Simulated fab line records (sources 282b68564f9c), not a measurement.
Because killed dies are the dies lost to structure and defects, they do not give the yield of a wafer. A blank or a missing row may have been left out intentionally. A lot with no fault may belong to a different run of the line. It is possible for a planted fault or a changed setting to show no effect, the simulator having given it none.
fab line records + flow rit-cmos
record:
- lots: 14
- wafers: 42
- last-day: 7
route steps=202 shown GATE@95
lots that met no fault: taken from a fault-free run of the same line
start-h: hours from the record's opening day to when the first of the lot's shown wafers began + wait-h: how many hours have passed since the lot's step before this one + " unchanged from the row above + L1.1+2: a single row standing in for several wafers + - value missing, or start not given + * or withheld: withheld + < > ~ a bound
route shown NAME@n: names a module that has steps shown in the file, with the first one's number in the route + usual: the fault-free wafers' mean and standard deviation + same: alike in all rows + chamber/n: place in a boat + sites: per-site readings + _std_site: standard deviation across them + _edge_site: inner sites' mean taken away from outer sites' mean + radius-mm: for every site, how far away it sits from the centre of the wafer + mask NAME#n: copy n + behind: the last tool/chamber to shape the wafer + hold: reason for holding the lot/hours on hold/outcome of the hold + device: whichever transistor did not switch (one of n, p or np) + end of line: tests run on the same wafers once the route is complete + a step given without rows: its recipe and nothing more + killed: the dies lost at the first sort to structure and to defects; this is not the yield of the wafer + map: the dies of a wafer, with x for killed, . for not killed, _ for no die there
set.NAME: setting as actually run; set.NAME@STEP: the setting as run at that earlier step + model.NAME: the simulator's own value behind a step, which no gauge read
the route's steps for a sample of lots (tables are steps, rows are wafers)
services: from which hour (start-h, from the record's first day; less than 0 if before it) a tool's chamber was out of use, for how many hours, and why
== steps ==
step: RIT_GATE_ETCH_19
recipe:
- chemistry: SF6/CHF3/O2
- time-s: 165
- SF6_flow_sccm: 30
- CHF3_flow_sccm: 30
- O2_flow_sccm: 5
- target: poly-Si
- pressure-mtorr: 40
- rf-w: 160
- target-depth-a: 3125
- over-etch-frac: 0.25
- stop-on: SiO2
usual:
- CHF3_flow_sccm: 30.00/0.082
- O2_flow_sccm: 5.000/0.016
- drypump-motor-current-A: 5.96/0.28
- oes-product-au: 0.856/0.014
- throttle-valve-pct: 10.20/0.075
| lot.wafer | tool      | chamber | start-h | wait-h | CHF3_flow_sccm | O2_flow_sccm | drypump-motor-current-A | oes-product-au | rf-hours-counter-h | throttle-valve-pct |
|-----------|-----------|---------|---------|--------|----------------|--------------|-------------------------|----------------|--------------------|--------------------|
| L372.2    | rie-si-01 | 0       | 45.51   | 0.1    | 30.18          | 5.000        | 5.73                    | 0.886          | 13                 | 10.13              |
| L372.3    | "         | 3       | "       | "      | 30.00          | 5.008        | 6.19                    | 0.862          | 142                | 10.09              |
| L372.4    | "         | 1       | "       | "      | 29.95          | 4.968        | 5.41                    | 0.857          | 3                  | 10.19              |
| L374.2    | rie-si-01 | 3       | 53.02   | 0.1    | 29.88          | 4.994        | 6.20                    | 0.853          | 143                | 10.10              |
| L374.5    | "         | 2       | "       | "      | 30.03          | 4.994        | 5.97                    | 0.842          | -                  | 10.32              |
| L374.6    | "         | 3       | "       | "      | 29.98          | 4.996        | 6.21                    | 0.853          | -                  | 10.11              |
| L375.2    | rie-si-02 | 3       | 58.08   | 0.1    | 29.94          | 4.996        | 6.46                    | 0.874          | 3                  | 10.26              |
| L375.3    | "         | 2       | "       | "      | 29.95          | 4.987        | 5.86                    | 0.873          | 1                  | 10.19              |
| L375.4    | "         | 0       | "       | "      | 30.11          | 5.013        | 5.99                    | 0.876          | 151                | 10.08              |
| L376.3    | rie-si-01 | 3       | 64.27   | 0.1    | 30.06          | 5.005        | 6.20                    | 0.849          | 143                | 10.11              |
| L376.4    | "         | 0       | "       | "      | 29.96          | 4.982        | 5.73                    | 0.881          | 13                 | 10.14              |
| L376.6    | "         | 0       | "       | "      | 29.77          | 4.983        | 5.74                    | 0.874          | -                  | 10.12              |
| L377.2    | rie-si-02 | 3       | 67.44   | 0.1    | 30.04          | 5.001        | 6.42                    | 0.860          | 3                  | 10.27              |
| L377.4    | "         | 0       | "       | "      | 30.09          | 5.019        | 6.00                    | 0.863          | 151                | 10.08              |
| L377.6    | "         | 2       | "       | "      | 30.00          | 5.006        | 5.86                    | 0.861          | -                  | 10.20              |
| L378.1    | rie-si-01 | 0       | 71.40   | 0.1    | 29.87          | 5.027        | 5.74                    | 0.866          | 13                 | 10.14              |
| L378.2    | "         | 3       | "       | "      | 29.97          | 4.986        | 6.20                    | 0.833          | 143                | 10.09              |
| L378.4    | "         | 2       | "       | "      | 30.12          | 4.985        | 5.98                    | 0.838          | 112                | 10.30              |
| L379.1    | rie-si-01 | 1       | 76.95   | 0.1    | 29.97          | 5.012        | 5.43                    | 0.842          | 3                  | 10.18              |
| L379.5    | "         | 2       | "       | "      | 30.04          | 5.011        | 6.00                    | 0.836          | -                  | 10.31              |
| L379.6    | "         | 3       | "       | "      | 30.10          | 5.006        | 6.19                    | 0.847          | -                  | 10.10              |
| L380.1    | rie-si-02 | 0       | 82.87   | 0.1    | 30.03          | 5.027        | 6.05                    | 0.859          | 151                | 10.08              |
| L380.2    | "         | 3       | "       | "      | 30.03          | 5.001        | 6.44                    | 0.872          | 4                  | 10.28              |
| L380.5    | "         | 1       | "       | "      | 29.90          | 5.005        | 6.04                    | 0.843          | -                  | 10.28              |
| L381.1    | rie-si-01 | 1       | 87.80   | 0.1    | 30.03          | 5.031        | 5.44                    | 0.865          | 3                  | 10.18              |
| L381.3    | "         | 0       | "       | "      | 29.99          | 4.985        | 5.71                    | 0.883          | 14                 | 10.16              |
| L381.5    | "         | 0       | "       | "      | 30.05          | 5.006        | 5.73                    | 0.873          | -                  | 10.12              |
| L386.1    | rie-si-02 | 3       | 113.04  | 0.1    | 30.03          | 4.996        | 6.47                    | 0.861          | 4                  | 10.26              |
| L386.2    | "         | 1       | "       | "      | 29.90          | 5.005        | 5.97                    | 0.842          | 2                  | 10.25              |
| L386.5    | "         | 1       | "       | "      | 30.06          | 5.024        | 6.01                    | 0.834          | -                  | 10.27              |
| L389.3    | rie-si-01 | 1       | 128.40  | 0.1    | -              | -            | -                       | -              | -                  | -                  |
| L389.5    | "         | 1       | "       | "      | -              | -            | -                       | -              | -                  | -                  |
| L389.6    | "         | 0       | "       | "      | -              | -            | -                       | -              | -                  | -                  |
| L390.2    | rie-si-02 | 2       | 133.10  | 0.1    | -              | -            | -                       | -              | -                  | -                  |
| L390.3    | "         | 1       | "       | "      | -              | -            | -                       | -              | -                  | -                  |
| L390.5    | "         | 2       | "       | "      | -              | -            | -                       | -              | -                  | -                  |
| L393.3    | rie-si-01 | 0       | 146.82  | 0.1    | 30.12          | 5.021        | 5.75                    | 0.870          | 14                 | 10.12              |
| L393.4    | "         | 0       | "       | "      | 29.91          | 5.026        | 5.72                    | 0.873          | -                  | 10.14              |
| L393.5    | "         | 2       | "       | "      | 30.10          | 5.013        | 6.00                    | 0.829          | -                  | 10.29              |
| L394.2    | rie-si-02 | 3       | 151.67  | 0.1    | 29.96          | 4.999        | 6.42                    | 0.871          | 4                  | 10.25              |
| L394.5    | "         | 0       | "       | "      | 30.05          | 4.996        | 6.05                    | 0.845          | -                  | 10.09              |
| L394.6    | "         | 3       | "       | "      | 29.99          | 4.988        | 6.42                    | 0.866          | -                  | 10.26              |
step: RIT_GATE_CD_MEAS_90
recipe:
- target-cd-nm: 150
usual:
- cd-nm: 149.6/2.2
| lot.wafer | tool      | chamber | start-h | wait-h | cd-nm |
|-----------|-----------|---------|---------|--------|-------|
| L372.2    | cd-sem-01 | -       | 45.82   | 0.1    | 154.0 |
| L372.3    | "         | -       | "       | "      | 154.6 |
| L372.4    | "         | -       | "       | "      | 152.0 |
| L374.2    | cd-sem-01 | -       | 53.32   | 0.1    | 150.9 |
| L374.5    | "         | -       | "       | "      | 149.3 |
| L374.6    | "         | -       | "       | "      | 149.1 |
| L375.2    | cd-sem-01 | -       | 58.38   | 0.1    | 150.4 |
| L375.3    | "         | -       | "       | "      | 149.7 |
| L375.4    | "         | -       | "       | "      | 151.6 |
| L376.3    | cd-sem-02 | -       | 64.60   | 0.1    | 147.7 |
| L376.4    | "         | -       | "       | "      | 147.7 |
| L376.6    | "         | -       | "       | "      | 147.3 |
| L377.2    | cd-sem-01 | -       | 67.74   | 0.1    | 151.7 |
| L377.4    | "         | -       | "       | "      | 151.2 |
| L377.6    | "         | -       | "       | "      | 148.4 |
| L378.1    | cd-sem-02 | -       | 71.68   | 0.1    | 148.6 |
| L378.2    | "         | -       | "       | "      | 150.0 |
| L378.4    | "         | -       | "       | "      | 149.6 |
| L379.1    | cd-sem-01 | -       | 77.24   | 0.1    | 146.5 |
| L379.5    | "         | -       | "       | "      | 148.0 |
| L379.6    | "         | -       | "       | "      | 147.0 |
| L380.1    | cd-sem-01 | -       | 83.15   | 0.1    | 150.6 |
| L380.2    | "         | -       | "       | "      | 150.0 |
| L380.5    | "         | -       | "       | "      | 149.0 |
| L381.1    | cd-sem-01 | -       | 88.08   | 0.1    | 149.8 |
| L381.3    | "         | -       | "       | "      | 148.2 |
| L381.5    | "         | -       | "       | "      | 147.9 |
| L386.1    | cd-sem-01 | -       | 113.32  | 0.1    | 150.0 |
| L386.2    | "         | -       | "       | "      | 150.4 |
| L386.5    | "         | -       | "       | "      | 150.4 |
| L389.3    | cd-sem-01 | -       | 128.72  | 0.1    | -     |
| L389.5    | "         | -       | "       | "      | -     |
| L389.6    | "         | -       | "       | "      | -     |
| L390.2    | cd-sem-01 | -       | 133.46  | 0.1    | -     |
| L390.3    | "         | -       | "       | "      | -     |
| L390.5    | "         | -       | "       | "      | -     |
| L393.3    | cd-sem-02 | -       | 147.14  | 0.1    | 146.7 |
| L393.4    | "         | -       | "       | "      | 146.1 |
| L393.5    | "         | -       | "       | "      | 146.4 |
| L394.2    | cd-sem-01 | -       | 151.97  | 0.1    | 145.2 |
| L394.5    | "         | -       | "       | "      | 148.2 |
| L394.6    | "         | -       | "       | "      | 148.0 |
== services ==
| tool      | chamber | start-h | hours | kind           |
|-----------|---------|---------|-------|----------------|
| rie-si-02 | -       | 75.80   | 1.2   | repair         |
| rie-si-01 | 2       | 79.38   | 5.0   | repair         |
| rie-si-01 | 3       | 84.62   | 4.9   | repair         |
| rie-si-02 | 0       | 111.21  | 6.5   | repair         |
| rie-si-02 | 0       | 117.69  | -     | clean          |
| rie-si-02 | 0       | 117.69  | 18.6  | scheduled-down |
| rie-si-02 | 0       | 117.69  | 18.6  | vent-cycle     |
| rie-si-02 | 3       | 128.69  | 6.2   | repair         |
| rie-si-01 | 3       | 142.15  | -     | clean          |
| rie-si-01 | 3       | 142.15  | 15.1  | scheduled-down |
| rie-si-01 | 3       | 142.15  | 15.1  | vent-cycle     |
== key ==
first-sign:
- step: RIT_GATE_ETCH_19
- reading: tool-record
- direction: missing
effect:
- step: RIT_GATE_CD_MEAS_90
- reading: cd-nm
- direction: missing
met-at RIT_GATE_ETCH_19
struck-lots L389,L390
later-rows-left-out L389.3,L389.5,L389.6,L390.2,L390.3,L390.5
sort-left-out L389.3,L389.5,L389.6,L390.2,L390.3,L390.5
tester-left-out L389,L390
onset-between 113.04 128.40
fault:
- kind: skipped-step-whole
- tool: rie-si-01,rie-si-02
- chamber: -
- onset-h: 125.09
- steps: RIT_GATE_ETCH_19
- scope: struck-lots-only
tester-left-out: of these lots the tester's yield and bins aren't shown, on N5 and GAA mostly nor the transistor test; their killed dies are dies lost to structure and defects alone, not to doping, threshold or leakage, so they don't give the yield
sort-left-out: the simulated sort isn't trusted on such a fault, so these wafers' sort isn't shown, and their yield isn't known
later-rows-left-out: the simulator's readings of these wafers behind a module that went badly wrong aren't trusted and aren't shown, but for the sort
